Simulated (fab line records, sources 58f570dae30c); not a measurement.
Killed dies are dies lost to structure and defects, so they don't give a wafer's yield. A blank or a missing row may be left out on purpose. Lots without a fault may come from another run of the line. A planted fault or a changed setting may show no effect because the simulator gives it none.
Tool commonality check | flow berkeley_cmos170 | 13 lots, 39 wafers sampled

WHY IT WAS OPENED
At UCB170_ACTIVE_CD_MEAS_13 the reading cd_nm is flagged on 1 of 13 lots. Wafers without a fault read 1200.2 nm, standard deviation 1.4.
Rule: a lot is flagged when every wafer of it that has a number lies more than 4 standard deviations from that mean, or none has a number. The other lots count as sound.

lot  | measured     | on        | cd_nm (nm), wafer by wafer | flag
L231 | day 4 22:43  | cd_sem-02 | 1197.2 1197.6 1198.0       |
L235 | day 6 03:00  | cd_sem-02 | 1202.8 1201.2 1201.8       |
L237 | day 6 17:41  | cd_sem-02 | 1200.4 1199.1 1199.3       |
L238 | day 6 18:05  | cd_sem-02 | 1200.8 1200.8 1200.5       |
L241 | day 7 03:08  | cd_sem-02 | 1379.7 1378.6 1378.6       | FLAGGED
L240 | day 7 03:20  | cd_sem-02 | 1199.3 1199.9 1199.1       |
L239 | day 7 03:32  | cd_sem-02 | 1198.1 1199.3 1199.7       |
L248 | day 9 03:30  | cd_sem-02 | 1201.3 1201.3 1201.4       |
L246 | day 9 03:42  | cd_sem-01 | 1199.9 1200.0 1200.3       |
L247 | day 9 03:49  | cd_sem-01 | 1200.6 1198.8 1198.4       |
L245 | day 9 04:05  | cd_sem-01 | 1201.5 1200.6 1200.8       |
L249 | day 9 14:55  | cd_sem-01 | 1200.6 1199.9 1199.5       |
L251 | day 10 06:52 | cd_sem-02 | 1200.6 1201.5 1201.7       |
The numbers of the flagged lots are 1379.0 nm on average: +178.8 nm against the usual, or +99 or more standard deviations.

WHICH TOOL RAN EACH LOT
The record holds 3 process steps before the reading, out of a route of 331 steps. In each cell: the tool, then ch and the chambers that the sampled wafers went through, then the start.
lot  | flag    | UCB170_ZERO_ETCH_06               | UCB170_NWELL_ETCH_13              | UCB170_ACTIVE_EXPOSE_10
L231 |         | rie_diel-03 ch 1,3, day 2 09:26   | rie_diel-01 ch 0,3, day 2 20:24   | krf_scanner-02 ch 0, day 4 22:10
L235 |         | rie_diel-04 ch 0,1,3, day 3 05:10 | rie_diel-01 ch 0,1,2, day 3 17:55 | krf_scanner-01 ch 0, day 6 01:46
L237 |         | rie_diel-02 ch 0,1,3, day 3 18:13 | rie_diel-04 ch 1,2,3, day 4 10:57 | krf_scanner-02 ch 0, day 6 17:17
L238 |         | rie_diel-03 ch 1,2, day 3 22:09   | rie_diel-03 ch 0,1, day 4 11:14   | krf_scanner-01 ch 0, day 6 17:34
L241 | FLAGGED | rie_diel-03 ch 0,1,2, day 4 10:22 | rie_diel-01 ch 1,2,3, day 4 21:28 | krf_scanner-02 ch 0, day 7 02:36
L240 |         | rie_diel-04 ch 1,2, day 4 09:45   | rie_diel-03 ch 1,2, day 4 21:28   | krf_scanner-02 ch 0, day 7 02:45
L239 |         | rie_diel-02 ch 1,2,3, day 4 06:02 | rie_diel-04 ch 0,1, day 4 21:16   | krf_scanner-01 ch 0, day 7 02:59
L248 |         | rie_diel-03 ch 0,1,2, day 6 00:34 | rie_diel-01 ch 1,2, day 6 12:52   | krf_scanner-02 ch 0, day 9 03:07
L246 |         | rie_diel-04 ch 0,1, day 5 11:41   | rie_diel-04 ch 0,2,3, day 6 02:07 | krf_scanner-01 ch 0, day 9 03:19
L247 |         | rie_diel-02 ch 0,3, day 5 22:47   | rie_diel-04 ch 0,2, day 6 13:08   | krf_scanner-01 ch 0, day 9 03:26
L245 |         | rie_diel-02 ch 1,2,3, day 5 11:58 | rie_diel-01 ch 0,1, day 6 02:23   | krf_scanner-02 ch 0, day 9 03:40
L249 |         | rie_diel-02 ch 1,2,3, day 6 07:00 | rie_diel-04 ch 0,1,2, day 6 23:59 | krf_scanner-02 ch 0, day 9 14:31
L251 |         | rie_diel-03 ch 1,2, day 6 19:01   | rie_diel-04 ch 1,2, day 7 10:13   | krf_scanner-02 ch 0, day 10 06:13
What these steps do:
- UCB170_ZERO_ETCH_06: etches SiO2 in CHF3/CF4/Ar, time 12 s.
- UCB170_NWELL_ETCH_13: etches Si3N4 in CH3F/Ar/O2, stops on SiO2, target depth 246.4 nm, time 154 s.
- UCB170_ACTIVE_EXPOSE_10: exposes mask ACTIVE, target cd 1200 nm.
- UCB170_ACTIVE_CD_MEAS_13: target cd 1200 nm.

FLAGGED OVER TOTAL, TOOL BY TOOL (the gauges that took the reading come last)
step                     | tool           | lots run | flagged | share of the flagged lots | sound lots run after its first flagged lot
UCB170_ZERO_ETCH_06      | rie_diel-02    | 5        | 0       | none                      | -
UCB170_ZERO_ETCH_06      | rie_diel-03    | 5        | 1       | all                       | 2 (L248,L251)
UCB170_ZERO_ETCH_06      | rie_diel-04    | 3        | 0       | none                      | -
UCB170_NWELL_ETCH_13     | rie_diel-01    | 5        | 1       | all                       | 2 (L245,L248)
UCB170_NWELL_ETCH_13     | rie_diel-03    | 2        | 0       | none                      | -
UCB170_NWELL_ETCH_13     | rie_diel-04    | 6        | 0       | none                      | -
UCB170_ACTIVE_EXPOSE_10  | krf_scanner-01 | 5        | 0       | none                      | -
UCB170_ACTIVE_EXPOSE_10  | krf_scanner-02 | 8        | 1       | all                       | 5 (L240,L248,L245,L249,L251)
UCB170_ACTIVE_CD_MEAS_13 | cd_sem-01      | 4        | 0       | none                      | -
UCB170_ACTIVE_CD_MEAS_13 | cd_sem-02      | 9        | 1       | all                       | 4 (L240,L239,L248,L251)

WHAT THE TABLE ALLOWS
4 rows of the table ran every flagged lot: rie_diel-03 at UCB170_ZERO_ETCH_06, rie_diel-01 at UCB170_NWELL_ETCH_13, krf_scanner-02 at UCB170_ACTIVE_EXPOSE_10, cd_sem-02 at UCB170_ACTIVE_CD_MEAS_13.
- rie_diel-03 at UCB170_ZERO_ETCH_06: 1 of its 5 lots flagged. Sound lots ran on it after the first flagged one (L248, L251), which a lasting fault on the whole tool wouldn't allow.
- rie_diel-01 at UCB170_NWELL_ETCH_13: 1 of its 5 lots flagged. Sound lots ran on it after the first flagged one (L245, L248), which a lasting fault on the whole tool wouldn't allow.
- krf_scanner-02 at UCB170_ACTIVE_EXPOSE_10: 1 of its 8 lots flagged. Sound lots ran on it after the first flagged one (L240, L248, L245, L249, L251), which a lasting fault on the whole tool wouldn't allow.
- cd_sem-02 at UCB170_ACTIVE_CD_MEAS_13: 1 of its 9 lots flagged. Sound lots ran on it after the first flagged one (L240, L239, L248, L251), which a lasting fault on the whole tool wouldn't allow.
No row of the table ran every flagged lot and no sound lot after the first.

WHAT THE SIMULATOR HAD PUT IN
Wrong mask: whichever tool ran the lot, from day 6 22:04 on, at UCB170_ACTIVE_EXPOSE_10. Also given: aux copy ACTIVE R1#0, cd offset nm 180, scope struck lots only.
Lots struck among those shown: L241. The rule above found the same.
